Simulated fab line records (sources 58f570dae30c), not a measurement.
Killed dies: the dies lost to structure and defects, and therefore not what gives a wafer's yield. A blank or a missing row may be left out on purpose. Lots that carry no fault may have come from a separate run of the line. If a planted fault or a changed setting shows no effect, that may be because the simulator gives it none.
Commonality check across tools ; flow berkeley_cmos170 ; Lots sampled 14, wafers sampled 42

REASON FOR OPENING
UCB170_PLDD_OVL_MEAS_07, reading PLDD_OVL: flagged on 2 of 14 lots. Wafers without a fault read -4 nm, standard deviation 4.7.
Rule: a lot is flagged in two cases, either no wafer of it has a number, or all its wafers with numbers fall more than 4 standard deviations from that mean. The other lots count as sound.

lot;measured;on;PLDD_OVL (nm), wafer by wafer;flag
L396;day 6 16:13;overlay-01;-13 -16 -12;
L397;day 6 16:46;overlay-01;-9 -14 -6;
L399;day 7 05:22;overlay-02;-1 -2 3;
L398;day 7 05:33;overlay-01;-7 -11 -10;
L401;day 7 23:14;overlay-02;-1 -8 1;
L402;day 8 04:26;overlay-01;0 -4 -7;
L405;day 8 21:48;overlay-02;1 -6 -2;
L406;day 8 22:09;overlay-01;-4 -8 -5;
L407;day 9 03:54;overlay-01;314 313 312;FLAGGED
L408;day 9 17:04;overlay-02;-7 -8 0;
L411;day 10 06:03;overlay-01;317 314 316;FLAGGED
L415;day 10 18:15;overlay-01;-15 -9 -7;
L414;day 10 18:36;overlay-01;-7 -1 -4;
L417;day 11 06:18;overlay-02;0 -6 -9;
On average the flagged lots' numbers are 314 nm, which is +318 nm against the usual, or +68 standard deviations.

TOOL THAT RAN EACH LOT
Before the reading, the record contains 2 process steps out of a 331-step route. Cell contents, in order: the tool; ch with the chambers the sampled wafers went through; the start.
lot;flag;UCB170_ZERO_STRIP_07;UCB170_PLDD_EXPOSE_03
L396;;plasma_asher-01 ch 0, day 2 05:53;krf_scanner-02 ch 0, day 6 15:23
L397;;plasma_asher-03 ch 0,1, day 2 09:32;krf_scanner-02 ch 0, day 6 16:04
L399;;plasma_asher-03 ch 0,1, day 2 19:13;krf_scanner-02 ch 0, day 7 04:46
L398;;plasma_asher-01 ch 0,1, day 2 13:38;krf_scanner-01 ch 0, day 7 04:58
L401;;plasma_asher-03 ch 0,1, day 3 06:16;krf_scanner-02 ch 0, day 7 22:43
L402;;plasma_asher-04 ch 0,1, day 3 10:23;krf_scanner-02 ch 0, day 8 03:46
L405;;plasma_asher-01 ch 0,1, day 4 03:23;krf_scanner-02 ch 0, day 8 21:17
L406;;plasma_asher-01 ch 0,1, day 4 06:41;krf_scanner-01 ch 0, day 8 21:38
L407;FLAGGED;plasma_asher-03 ch 0,1, day 4 16:51;krf_scanner-01 ch 0, day 9 03:23
L408;;plasma_asher-04 ch 0,1, day 4 16:58;krf_scanner-02 ch 0, day 9 16:34
L411;FLAGGED;plasma_asher-03 ch 0,1, day 5 09:29;krf_scanner-01 ch 0, day 10 05:05
L415;;plasma_asher-03 ch 0,1, day 6 04:18;krf_scanner-02 ch 0, day 10 17:40
L414;;plasma_asher-04 ch 0,1, day 5 23:14;krf_scanner-02 ch 0, day 10 18:05
L417;;plasma_asher-01 ch 0,1, day 6 15:40;krf_scanner-02 ch 0, day 11 04:35
What these steps do:
- UCB170_ZERO_STRIP_07: strips in O2.
- UCB170_PLDD_EXPOSE_03: exposes mask PSELECT, target cd 1200 nm.
- UCB170_PLDD_OVL_MEAS_07

FLAGGED AGAINST TOTAL, ONE TOOL AT A TIME (gauges that did the reading follow at the end)
step;tool;lots run;flagged;share of the flagged lots;sound lots run after its first flagged lot
UCB170_ZERO_STRIP_07;plasma_asher-01;5;0;none;-
UCB170_ZERO_STRIP_07;plasma_asher-03;6;2;all;1 (L415)
UCB170_ZERO_STRIP_07;plasma_asher-04;3;0;none;-
UCB170_PLDD_EXPOSE_03;krf_scanner-01;4;2;all;0
UCB170_PLDD_EXPOSE_03;krf_scanner-02;10;0;none;-
UCB170_PLDD_OVL_MEAS_07;overlay-01;9;2;all;2 (L415,L414)
UCB170_PLDD_OVL_MEAS_07;overlay-02;5;0;none;-

WHAT IS ALLOWED BY THE TABLE
plasma_asher-03 at UCB170_ZERO_STRIP_07, krf_scanner-01 at UCB170_PLDD_EXPOSE_03 and overlay-01 at UCB170_PLDD_OVL_MEAS_07: these 3 rows of the table ran every flagged lot.
- plasma_asher-03 at UCB170_ZERO_STRIP_07: 2 of its 6 lots flagged. Sound lots followed the first flagged one (L415) on it, something a lasting fault affecting the whole tool could not allow.
- krf_scanner-01 at UCB170_PLDD_EXPOSE_03: 2 of its 4 lots flagged. Its last sound lot is L406 (day 8 21:38), its first flagged lot L407 (day 9 03:23): a fault that began between those two fits.
- overlay-01 at UCB170_PLDD_OVL_MEAS_07: 2 of its 9 lots flagged. Sound lots followed the first flagged one (L415, L414) on it, something a lasting fault affecting the whole tool could not allow.
Left over: one tool, krf_scanner-01 at UCB170_PLDD_EXPOSE_03.

WHAT HAD BEEN PUT IN BY THE SIMULATOR
Scanner matching overlay: krf_scanner-01, from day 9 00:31 on, at UCB170_PLDD_EXPOSE_03. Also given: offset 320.
Struck lots among those shown: L407, L411. This agrees with what the rule above found.
